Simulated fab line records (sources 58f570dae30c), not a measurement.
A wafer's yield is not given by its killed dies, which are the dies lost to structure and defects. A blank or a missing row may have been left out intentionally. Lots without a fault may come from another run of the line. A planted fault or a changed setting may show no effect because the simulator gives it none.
Which tool is to blame? + flow berkeley-cmos170 + Sampling: 15 lots, 45 wafers, 4 of 331 route steps

WHAT THE GAUGES READ, wafer by wafer
UCB170_WELLDRIVE_THK_MEAS_02. Usual: for WELLDRIVE_OXIDE_THK the level is 200 nm and the standard deviation is 3.7.
| lot  | measured    | on            | WELLDRIVE_OXIDE_THK (nm) | flag |
|------|-------------|---------------|--------------------------|------|
| L536 | day 4 07:13 | film-metro-03 | 206 204 205              |      |
| L537 | day 4 07:13 | film-metro-02 | 196 197 195              |      |
| L540 | day 4 21:26 | film-metro-04 | 201 198 197              |      |
| L538 | day 4 21:27 | film-metro-02 | 195 196 197              |      |
| L541 | day 5 07:20 | film-metro-02 | 200 199 202              |      |
| L542 | day 5 07:21 | film-metro-04 | 205 201 199              |      |
| L543 | day 5 17:51 | film-metro-04 | 199 198 198              |      |
| L544 | day 5 17:52 | film-metro-02 | 205 200 202              |      |
| L545 | day 6 00:03 | film-metro-03 | 208 202 206              |      |
| L548 | day 6 10:50 | film-metro-03 | 201 203 200              |      |
| L551 | day 7 00:27 | film-metro-03 | 201 201 201              |      |
| L553 | day 7 12:59 | film-metro-02 | 203 203 204              |      |
| L552 | day 7 13:00 | film-metro-03 | 203 202 200              |      |
| L555 | day 7 23:49 | film-metro-03 | 196 197 195              |      |
| L557 | day 8 08:20 | film-metro-03 | 196 199 200              |      |

UCB170_PLDD_OVL_MEAS_07. Usual: for PLDD_OVL the level is -1 nm and the standard deviation is 5.3.
| lot  | measured     | on         | PLDD_OVL (nm)           | flag |
|------|--------------|------------|-------------------------|------|
| L536 | day 7 16:38  | overlay-01 | -3 -10 -1               |      |
| L537 | day 7 16:48  | overlay-02 | 3 4 6                   |      |
| L540 | day 8 07:49  | overlay-02 | 4 -2 3                  |      |
| L538 | day 8 07:32  | overlay-02 | -5 -7 -5                |      |
| L541 | day 8 15:15  | overlay-01 | 2 2 -6                  |      |
| L542 | day 8 15:38  | overlay-02 | 5 2 2                   |      |
| L543 | day 8 22:03  | overlay-01 | -1 2 0                  |      |
| L544 | day 8 21:44  | overlay-01 | 8 11 4                  |      |
| L545 | day 8 21:46  | overlay-02 | -5 -8 -10               |      |
| L548 | day 9 21:57  | overlay-01 | 3 -6 0                  |      |
| L551 | day 10 14:53 | overlay-01 | 9 3 5                   |      |
| L553 | day 11 02:19 | overlay-02 | 311 312 302 312 314 303 | OFF  |
| L552 | day 11 02:22 | overlay-01 | 314 313 312 315 314 313 | OFF  |
| L555 | day 11 18:20 | overlay-02 | -7 -6 -14               |      |
| L557 | day 11 18:52 | overlay-01 | 321 309 317 322 310 317 | OFF  |

EACH LOT AND THE TOOL THAT RAN IT (in order: tool; ch and the chambers of the sampled wafers; start)
| lot  | UCB170_GATE_ETCH_14                | UCB170_PLDD_EXPOSE_03             |
|------|------------------------------------|-----------------------------------|
| L536 | rie-diel-02 ch 1,3, day 7 14:35    | krf-scanner-02 ch 0, day 7 15:47  |
| L537 | rie-diel-01 ch 0,1,3, day 7 14:51  | krf-scanner-02 ch 0, day 7 16:08  |
| L540 | rie-diel-01 ch 0,1,2, day 8 05:55  | krf-scanner-01 ch 0, day 8 07:17  |
| L538 | rie-diel-04 ch 0,1,2, day 8 05:38  | krf-scanner-02 ch 0, day 8 06:59  |
| L541 | rie-diel-02 ch 0,1,2, day 8 13:35  | krf-scanner-02 ch 0, day 8 14:44  |
| L542 | rie-diel-01 ch 0,1, day 8 13:50    | krf-scanner-01 ch 0, day 8 15:09  |
| L543 | rie-diel-02 ch 0,3, day 8 19:15    | krf-scanner-01 ch 0, day 8 21:26  |
| L544 | rie-diel-04 ch 0,1,3, day 8 18:59  | krf-scanner-01 ch 0, day 8 20:51  |
| L545 | rie-diel-01 ch 0,2, day 8 19:06    | krf-scanner-02 ch 0, day 8 21:11  |
| L548 | rie-diel-01 ch 0,1,2, day 9 19:18  | krf-scanner-01 ch 0, day 9 21:27  |
| L551 | rie-diel-02 ch 1,2,3, day 10 13:17 | krf-scanner-02 ch 0, day 10 14:22 |
| L553 | rie-diel-02 ch 2,3, day 11 00:20   | krf-scanner-01 ch 0, day 11 01:23 |
| L552 | rie-diel-01 ch 0,3, day 11 00:34   | krf-scanner-01 ch 0, day 11 01:32 |
| L555 | rie-diel-02 ch 0,1,3, day 11 14:37 | krf-scanner-02 ch 0, day 11 17:38 |
| L557 | rie-diel-04 ch 1,2, day 11 14:58   | krf-scanner-01 ch 0, day 11 18:05 |
- UCB170_GATE_ETCH_14: etches BARC in N2/H2.
- UCB170_PLDD_EXPOSE_03: exposes mask PSELECT, target cd 1200 nm.

AS READ BY THE TOOLS THEMSELVES (means over the sampled wafers that have a number; for cases with no such wafer, the mark the record gives instead)
UCB170_GATE_ETCH_14. Usual: bias-w 100.0 W, standard deviation 0.31; drypump-motor-current-A 5.91 A, standard deviation 0.22; h2-flow-sccm 200.1 sccm, standard deviation 0.52; oes-product-au 1.000 a.u., standard deviation 0.017; throttle-valve-pct 13.32 %, standard deviation 0.2.
| lot  | tool        | bias-w (W) | drypump-motor-current-A (A) | h2-flow-sccm (sccm) | oes-product-au (a.u.) | throttle-valve-pct (%) | flag |
|------|-------------|------------|-----------------------------|---------------------|-----------------------|------------------------|------|
| L536 | rie-diel-02 | 100.1      | 5.94                        | 200.1               | 1.008                 | 13.13                  |      |
| L537 | rie-diel-01 | 100.2      | 5.94                        | 199.4               | 1.008                 | 13.45                  |      |
| L540 | rie-diel-01 | 100.4      | 5.97                        | 200.3               | 0.993                 | 13.42                  |      |
| L538 | rie-diel-04 | 100.1      | 6.05                        | 200.3               | 0.996                 | 13.36                  |      |
| L541 | rie-diel-02 | 99.9       | 5.86                        | 200.1               | 1.005                 | 13.24                  |      |
| L542 | rie-diel-01 | 99.8       | 5.81                        | 199.5               | 0.984                 | 13.58                  |      |
| L543 | rie-diel-02 | 99.9       | 5.91                        | 200.4               | 1.001                 | 13.07                  |      |
| L544 | rie-diel-04 | 99.7       | 5.85                        | 200.3               | 0.981                 | 13.34                  |      |
| L545 | rie-diel-01 | 100.0      | 5.87                        | 200.3               | 0.990                 | 13.40                  |      |
| L548 | rie-diel-01 | 100.1      | 5.98                        | 200.0               | 0.989                 | 13.42                  |      |
| L551 | rie-diel-02 | 100.2      | 5.93                        | 200.0               | 1.000                 | 13.29                  |      |
| L553 | rie-diel-02 | 99.9       | 5.97                        | 200.4               | 0.994                 | 13.41                  |      |
| L552 | rie-diel-01 | 99.9       | 5.65                        | 200.0               | 0.998                 | 13.59                  |      |
| L555 | rie-diel-02 | 100.0      | 5.86                        | 200.4               | 0.998                 | 13.10                  |      |
| L557 | rie-diel-04 | 100.2      | 6.02                        | 199.7               | 0.991                 | 13.40                  |      |

THE ANSWER, worked out from the rows above alone
Rule: a lot is off if the mean of its wafers that have a number lies more than 3 standard deviations from the usual mean. A lot without any number at a reading at which 4 lots or more have one is off too. Any other lot the step has rows for is counted as sound. After the gauges, taken in route order, come the tools' own readings; for these a lot's mean is taken, as printed above. At the first step where some lot is off, the reading lying furthest off is the one used; lots without a number count as furthest.
Off: L553, L552, L557, at UCB170_PLDD_OVL_MEAS_07 (PLDD_OVL).
A tool fits if, at a process step before that reading, it ran every lot that is off, and no sound lot after the first of them. The gauges at UCB170_PLDD_OVL_MEAS_07 are tried like those tools. One fits: krf-scanner-01 at UCB170_PLDD_EXPOSE_03. Its last sound lot is L548 (day 9 21:27), its first lot that is off L553 (day 11 01:23): a fault that began between those two fits.

WHAT THE SIMULATOR PUT IN
Scanner matching overlay: krf-scanner-01, from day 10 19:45 on, at UCB170_PLDD_EXPOSE_03. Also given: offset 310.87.
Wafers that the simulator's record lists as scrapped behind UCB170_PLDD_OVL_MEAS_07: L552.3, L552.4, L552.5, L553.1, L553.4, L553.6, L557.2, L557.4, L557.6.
Shown lots that were struck: L553, L552, L557. Same finding as the rule above.
